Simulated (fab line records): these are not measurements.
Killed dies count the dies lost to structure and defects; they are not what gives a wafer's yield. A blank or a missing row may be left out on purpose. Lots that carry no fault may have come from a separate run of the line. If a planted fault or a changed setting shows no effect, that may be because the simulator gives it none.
One fault seen from 2 desks | flow berkeley cmos170 | every desk sees just its own numbers, and what lay behind them comes last

## FOR THE TOOL OWNER'S DESK: pvd sputter-02
The tool's own readings at UCB170_SILICIDE_SPUTTER_01 (material Ti, target thk 30 nm, time 25 s): means of the sampled wafers that have a number, for each lot that ran on this tool. If a lot's mean is further than 4 standard deviations from the usual mean, the lot is out of limits and carries the mark OUT (the distance appears in the brackets).
Columns: A = throttle valve pct at UCB170_SILICIDE_SPUTTER_01, usual 30.1 %
lot  | first seen here | A
L311 | day 6 13:01     | 30.3
L319 | day 8 13:44     | 30.7
This desk's verdict: no lot among the 2 shows anything out of limits.

## METROLOGY DESK
What the gauges read, lot by lot, whatever tool the lot ran on: means of the sampled wafers that have a number. If a lot's mean is further than 4 standard deviations from the usual mean, the lot is out of limits and carries the mark OUT (the distance appears in the brackets).
Columns: A = START_OXIDE_THK at UCB170_START_THK_MEAS_03, usual 20.2 nm; B = SILICIDE_TI_RS at UCB170_SILICIDE_RS_MEAS_02, usual 26.4 ohm/sq; C = SILICIDE_TI_THK at UCB170_SILICIDE_THK_MEAS_03, usual 29.8 nm
lot  | first seen here | A    | B    | C
L311 | day 1 15:25     | 20.5 | 26.6 | 29.4
L312 | day 1 17:49     | 20.3 | 26.6 | 29.4
L313 | day 1 23:41     | 19.9 | 26.8 | 29.3
L319 | day 3 08:02     | 20.0 | 25.6 | 30.8
L326 | day 4 17:31     | 20.1 | 26.4 | 29.7
L327 | day 4 22:10     | 20.3 | 25.8 | 30.5
L329 | day 5 09:55     | 20.1 | 26.7 | 29.4
L330 | day 5 14:08     | 20.2 | 25.6 | 30.5
L332 | day 6 00:28     | 19.9 | 26.7 | 29.3
L334 | day 6 11:17     | 20.4 | 27.0 | 29.1
This desk's verdict: no lot among the 10 shows anything out of limits.

## BROUGHT TOGETHER
The tool owner's desk saw nothing out of limits.
Nothing out of limits was seen by the metrology desk.

## WHAT THE SIMULATOR PUT IN
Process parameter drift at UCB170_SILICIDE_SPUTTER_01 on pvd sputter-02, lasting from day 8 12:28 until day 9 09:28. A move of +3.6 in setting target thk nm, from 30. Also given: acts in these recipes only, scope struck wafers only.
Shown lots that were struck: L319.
